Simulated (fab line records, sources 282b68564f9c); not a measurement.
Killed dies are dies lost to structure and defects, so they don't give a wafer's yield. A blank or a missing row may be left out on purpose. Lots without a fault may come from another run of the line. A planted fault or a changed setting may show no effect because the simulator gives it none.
fab line records | flow rit_cmos
record lots=15 wafers=45 last_day=7
route steps=202 shown SDANNEAL@153 M1@202
lots that met no fault: from a run of the same line without faults
start_h: hours from the record's first day to the start of the lot's first wafer shown | wait_h: hours since the lot's step before | " the same as in the row above | L1.1+2: a row that stands for several wafers | - no value, or no start given | * or withheld: withheld | < > ~ a bound
route shown NAME@n: a module of which the file shows steps, and the number in the route of the first | usual: mean/standard deviation of fault-free wafers | same: alike in all rows | chamber/n: place in a boat | sites: the reading at each site | _std_site: their standard deviation | _edge_site: outer sites' mean less inner sites' | radius_mm: how far each site lies from the wafer's centre | mask NAME#n: copy n | behind: the tool/chamber that last shaped the wafer | hold: why the lot was held/for how many hours/how that ended | device: the transistor (n, p or np) that didn't switch | end of line: the same wafers' tests at the end of the route | a step without rows: its recipe alone | killed: dies lost to structure and defects at the first sort, not the wafer's yield | map: a wafer's dies, x killed, . not, _ none there
set.NAME: the setting as run; set.NAME@STEP: as run at that earlier step | model.NAME: the simulator's own value behind a step, which no gauge read
steps of the route over a sample of lots; a table a step, a row a wafer
## steps
# step RIT_SDANNEAL_CLEAN_00
# recipe chemistry=SC1 mix=3:3:50 time_s=600 temp_c=75
# usual bath_guard_temp_C=74.8/0.37 bath_heat_duty_pct=15.4/1.6 temp_c=75.00/0.12
# columns lot.wafer tool chamber start_h wait_h bath_guard_temp_C bath_heat_duty_pct temp_c
L196.1 wet_bench-03 1 62.00 0.1 75.4 15.1 74.91
L196.3 " 1 " " 75.6 14.8 74.91
L196.4 " 1 " " 75.4 16.2 75.14
L198.3 wet_bench-01 2 66.17 0.0 75.1 12.9 74.87
L198.5 " 2 " " 75.4 14.0 75.11
L198.6 " 2 " " 75.0 14.2 75.11
L199.1 wet_bench-01 3 72.99 0.1 74.6 15.6 74.87
L199.2 " 3 " " 74.9 15.7 74.91
L199.3 " 3 " " 74.4 15.6 74.86
L200.2 wet_bench-01 1 77.57 0.0 74.8 17.7 75.10
L200.3 " 1 " " 74.8 16.3 75.05
L200.6 " 1 " " 75.3 16.6 74.95
L201.2 wet_bench-01 3 82.78 0.0 74.6 16.7 74.93
L201.3 " 3 " " 74.9 15.3 75.18
L201.5 " 3 " " 74.6 15.6 74.95
L202.1 wet_bench-01 3 85.18 0.1 74.4 16.4 74.91
L202.3 " 3 " " 74.5 15.2 74.84
L202.5 " 3 " " 74.6 15.7 75.01
L203.3 wet_bench-03 3 90.82 0.0 74.4 16.7 74.80
L203.4 " 3 " " 74.7 17.1 74.73
L203.6 " 3 " " 74.8 17.8 75.04
L206.2 wet_bench-03 1 103.89 0.0 75.3 15.4 74.95
L206.3 " 1 " " 75.3 14.2 75.00
L206.4 " 1 " " 75.1 14.9 74.87
L211.3 wet_bench-03 3 131.30 0.0 - - -
L211.4 " 3 " " - - -
L211.6 " 3 " " - - -
L212.1 wet_bench-03 0 133.04 0.1 - - -
L212.4 " 0 " " - - -
L212.5 " 0 " " - - -
L213.4 wet_bench-03 3 134.96 0.0 - - -
L213.5 " 3 " " - - -
L213.6 " 3 " " - - -
L215.1 wet_bench-01 3 149.43 0.1 74.5 14.5 75.04
L215.3 " 3 " " 74.9 14.2 74.91
L215.6 " 3 " " 74.6 14.4 75.07
L216.2 wet_bench-03 2 153.45 0.0 74.3 16.4 74.99
L216.4 " 2 " " 74.9 15.1 75.08
L216.6 " 2 " " 75.3 16.2 75.04
L218.1 wet_bench-01 2 164.78 0.1 75.1 13.9 74.76
L218.4 " 2 " " 75.2 13.4 75.00
L218.6 " 2 " " 74.7 14.4 74.70
L219.1 wet_bench-01 3 169.49 0.1 73.8 14.0 74.84
L219.2 " 3 " " 74.6 14.6 74.94
L219.6 " 3 " " 74.7 14.5 74.97
# step RIT_M1_PROBE_99
# usual killed_at_contacts=0.0/0.18 killed_at_front_end=7/3 killed_dies=7/3 killed_open=3.6/1.9 killed_short=3.2/1.8
# same gross_dies=264 killed_at_M0_to_M3=0 killed_at_M4_up=0 killed_at_back_side=0 killed_at_other=0
# columns lot.wafer tool chamber start_h wait_h killed_at_contacts killed_at_front_end killed_dies killed_open killed_short
L213.4 prober-01 - 143.05 0.2 0 5 5 3 2
L216.2 prober-02 - 161.28 0.1 0 6 6 2 4
L216.4 prober-02 - 161.38 0.2 1 6 7 2 5
L216.6 prober-02 - 161.48 0.2 0 5 5 4 1
# killed by level:class
L213.4 GATE:geometric_particle:short=2 GATE:geometric_particle:open=1 SPACER:geometric_particle:open=1 SILICIDE:geometric_particle:open=1
L216.2 SILICIDE:geometric_particle:short=3 GATE:geometric_particle:open=1 REOX:geometric_particle:short=1 SILICIDE:geometric_particle:open=1
L216.4 GATE:geometric_particle:short=3 FOX1:geometric_particle:open=1 SPACER:geometric_particle:short=1 SILICIDE:geometric_particle:short=1 CONTACT:geometric_particle:open=1
L216.6 FOX1:geometric_particle:open=2 SPACER:geometric_particle:open=2 GATE:geometric_particle:short=1
## key
first_sign step=RIT_SDANNEAL_CLEAN_00 reading=tool_record direction=missing
effect none on later readings
met_at RIT_SDANNEAL_CLEAN_00
struck_lots L211,L212,L213
tester_left_out L211,L212,L213
onset_between 103.89 131.30
fault kind=skipped_step_whole tool=wet_bench-03 chamber=- onset_h=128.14 steps=RIT_SDANNEAL_CLEAN_00 scope=struck_lots_only
# tester_left_out: of these lots the tester's yield and bins aren't shown, on N5 and GAA mostly nor the transistor test; their killed dies are dies lost to structure and defects alone, not to doping, threshold or leakage, so they don't give the yield
